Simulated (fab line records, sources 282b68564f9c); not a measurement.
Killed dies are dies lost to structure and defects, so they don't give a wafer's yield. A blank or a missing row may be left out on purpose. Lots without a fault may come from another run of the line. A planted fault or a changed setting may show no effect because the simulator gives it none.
A struck lot beside a sound one | flow rit_cmos | 44 steps out of a route of 202
Sound: wafers L757.1, L757.2, L757.5. Struck: wafers L763.1, L763.3, L763.5. The cause comes at the end.
At each step with rows: each side's tool, then ch and its chambers, then its first start. Under that, the readings that differ: sound wafers | struck wafers | difference of the means | sigmas: that difference in standard deviations of wafers without a fault.
alike: readings whose means differ by less than 2 such deviations, and words and numbers that are the same on both sides. not compared: withheld readings, readings that some wafer has no value for, bounds like >300 that may hide the same value, and numbers for which the record gives no deviation and whose values overlap.
The two part at a step that has a row with sigmas, a row that says differs or no value, or rows on one side only. Numbers that don't overlap but have no deviation are shown without sigmas and don't part them. A reading that every wafer of one side lacks parts them only if that side has two wafers or more.

first, 4 steps without rows for these wafers: RIT_PSD_SOFTBAKE_02 (time 60 s); RIT_PSD_EXPOSE_03 (exposes mask M10, target cd 40900 nm); RIT_PSD_PEB_04; RIT_PSD_DEVELOP_05 (develop time 50 s).
RIT_PSD_OVL_MEAS_06:
  sound on overlay-01, day 3 05:22; struck on overlay-01, day 4 14:16
  alike: PSD_OVL
then, 2 steps without rows for these wafers: RIT_PSD_HARDBAKE_07 (time 60 s); RIT_PSD_IMPLANT_08.
RIT_PSD_STRIP_09: strips in O2, time 180 s.
  sound on plasma_asher-02 ch 0,1, day 3 05:41; struck on plasma_asher-03 ch 0, day 4 14:38
  alike: drypump_motor_current_A
  not compared: rf_hours_counter_h
RIT_PSD_TW_MEAS_10:
  sound on film_metro-02, day 3 05:52; struck on film_metro-03, day 4 14:49
  alike: PSD_TW
then, 3 steps without rows for these wafers: RIT_SDANNEAL_CLEAN_00 (cleans in SC1, time 600 s); RIT_SDANNEAL_CLEAN_01 (cleans in dHF, time 30 s); RIT_SDANNEAL_CLEAN_02 (cleans in SC2, time 600 s).
RIT_SDANNEAL_RTA_03: time 5 s.
  sound on rtp_anneal-02 ch 0, day 3 06:17; struck on rtp_anneal-02 ch 0, day 4 15:20
  alike: wafer_temp_C_max
RIT_SDANNEAL_RS_MEAS_04: measures by four-point-probe.
  sound on film_metro-01, day 3 06:21; struck on film_metro-01, day 4 15:23
  reading         | sound                | struck               | difference | sigmas
  PSD_RS (ohm/sq) | 116.15 115.70 115.78 | 113.09 112.90 112.78 | -2.95      | -11
RIT_SDANNEAL_RS_MEAS_05: measures by four-point-probe.
  sound on film_metro-01, day 3 06:28; struck on film_metro-01, day 4 15:31
  alike: NSD_RS
RIT_SDANNEAL_RS_MEAS_06: measures by four-point-probe.
  sound on film_metro-01, day 3 06:35; struck on film_metro-01, day 4 15:38
  reading          | sound             | struck            | difference | sigmas
  PLDD_RS (ohm/sq) | 179.5 178.7 179.0 | 175.4 175.3 175.1 | -3.8       | -8
RIT_SDANNEAL_RS_MEAS_07: measures by four-point-probe.
  sound on film_metro-01, day 3 06:43; struck on film_metro-01, day 4 15:45
  alike: NLDD_RS
then, 1 step without rows for these wafers: RIT_SILICIDE_WET_ETCH_00 (etches SiO2 in BOE, target depth 14 nm, time 15 s).
RIT_SILICIDE_SPUTTER_01: material Ti, target thk 30 nm, time 240 s.
  sound on pvd_sputter-04, day 3 06:50; struck on pvd_sputter-01, day 4 15:53
  alike: cathode_dc_power_W, throttle_valve_pct
RIT_SILICIDE_RS_MEAS_02: measures by four-point-probe.
  sound on film_metro-04, day 3 06:59; struck on film_metro-03, day 4 16:02
  alike: SILICIDE_TI_RS
RIT_SILICIDE_THK_MEAS_03: measures by xrf.
  sound on film_metro-04, day 3 07:07; struck on film_metro-03, day 4 16:09
  alike: SILICIDE_TI_THK
RIT_SILICIDE_RTA_04: time 10 s, ramp up 5 s, ramp down 5 s.
  sound on rtp_anneal-01 ch 0, day 3 07:10; struck on rtp_anneal-01 ch 0, day 4 16:13
  alike: wafer_temp_C_max
then, 2 steps without rows for these wafers: RIT_SILICIDE_WET_ETCH_05 (etches Ti in SPM, time 120 s); RIT_SILICIDE_RTA_06 (time 10 s, ramp up 5 s, ramp down 10 s).
RIT_CONTACT_CVD_00: deposits SiO2 from TEOS, target thk 400 nm, time 61 s.
  sound on pecvd-04 ch 0,1, day 3 07:21; struck on pecvd-04 ch 0,1,2, day 4 16:23
  alike: heater_power_w
RIT_CONTACT_THK_MEAS_01:
  sound on film_metro-04, day 3 07:24; struck on film_metro-01, day 4 16:26
  alike: CONTACT_TEOS_THK
then, 6 steps without rows for these wafers: RIT_CONTACT_HMDS_02 (prime time 60 s); RIT_CONTACT_COAT_03 (resist thk 1000 nm); RIT_CONTACT_SOFTBAKE_04 (time 60 s); RIT_CONTACT_EXPOSE_05 (exposes mask M11, target cd 1000 nm); RIT_CONTACT_PEB_06; RIT_CONTACT_DEVELOP_07 (develop time 120 s).
RIT_CONTACT_CD_MEAS_08: target cd 1000 nm.
  sound on cd_sem-01, day 3 08:26; struck on cd_sem-01, day 4 17:41
  alike: cd_nm
RIT_CONTACT_OVL_MEAS_09:
  sound on overlay-01, day 3 08:33; struck on overlay-02, day 4 17:49
  alike: CONTACT_OVL
then, 3 steps without rows for these wafers: RIT_CONTACT_HARDBAKE_10 (time 60 s); RIT_CONTACT_ETCH_11 (etches SiO2 in CHF3/CF4/Ar, stops on TiSi2, target depth 480 nm, time 320 s); RIT_CONTACT_STRIP_12 (strips in O2, time 180 s).
RIT_CONTACT_CD_MEAS_90: target cd 1000 nm.
  sound on cd_sem-02, day 3 09:07; struck on cd_sem-02, day 4 18:22
  alike: cd_nm
then, 2 steps without rows for these wafers: RIT_CONTACT_CLEAN_13 (cleans in SC1, time 600 s); RIT_CONTACT_CLEAN_14 (cleans in SC2, time 600 s).
RIT_M1_SPUTTER_00: material Al, target thk 400 nm, time 500 s.
  sound on pvd_sputter-02, day 3 09:35; struck on pvd_sputter-01, day 4 18:51
  alike: cathode_dc_power_W, throttle_valve_pct
RIT_M1_RS_MEAS_01: measures by four-point-probe.
  sound on film_metro-03, day 3 09:53; struck on film_metro-02, day 4 19:08
  reading           | sound                | struck               | difference | sigmas
  M1_AL_RS (ohm/sq) | 0.0723 0.0728 0.0722 | 0.0740 0.0739 0.0737 | +0.0014    | +2
RIT_M1_METAL_ETCH_12: etches Al in Cl2/BCl3, stops on SiO2, time 165 s, target depth 600 nm.
  sound on rie_metal-04 ch 0,1, day 3 11:21; struck on rie_metal-04 ch 0,1, day 4 20:58
  reading             | sound          | struck         | difference | sigmas
  model.M1.cd_nm (nm) | 2601 2603 2604 | 2579 2577 2579 | -24        |
  alike: bcl3_flow_sccm, drypump_motor_current_A, oes_product_au, throttle_valve_pct
  not compared: rf_hours_counter_h
RIT_M1_PROBE_99:
  sound on prober-01, day 3 13:37; struck on prober-02, day 5 00:04
  reading                                    | sound                | struck               | difference | sigmas
  model.etest.pmos_turned.drive_ua_um        | 178.4 180.1 168.3    | 208.8 208.9 213.5    | +34.8      |
  model.etest.pmos_0p15.drive_ua_um          | 247.7 251.3 245.3    | 273.2 274.4 279.7    | +27.7      |
  model.etest.m1.width_nm (nm)               | 2604 2602 2606       | 2571 2570 2580       | -30        |
  model.etest.contact_nplus.end_ohm_um       | 42.1 41.04 40.13     | 44.15 43.03 43.37    | +2.43      |
  model.etest.pmos_0p15.swing_mv_dec         | 83.67 83.59 83.83    | 84.21 84.45 84.8     | +0.79      |
  model.etest.pmos_0p15.off_log10_a_um       | -10.58 -10.53 -10.55 | -9.881 -9.925 -9.609 | +0.748     |
  model.etest.retro_edge_pmos.off_log10_a_um | -10.66 -10.41 -10.49 | -9.803 -9.829 -9.46  | +0.823     |
  model.etest.ring.quiet_log10_a (angstrom)  | -8.092 -8.019 -7.992 | -7.344 -7.417 -7.018 | +0.775     |
  alike: killed_at_M0_to_M3, killed_at_contacts, killed_at_front_end, killed_dies, killed_open, killed_short

WHERE THEY PART
First at RIT_SDANNEAL_RS_MEAS_04; last, within this record, at RIT_M1_RS_MEAS_01. Later steps at which nothing parts them and some readings are alike: RIT_M1_METAL_ETCH_12, RIT_M1_PROBE_99.

WHY: what the simulator had put in
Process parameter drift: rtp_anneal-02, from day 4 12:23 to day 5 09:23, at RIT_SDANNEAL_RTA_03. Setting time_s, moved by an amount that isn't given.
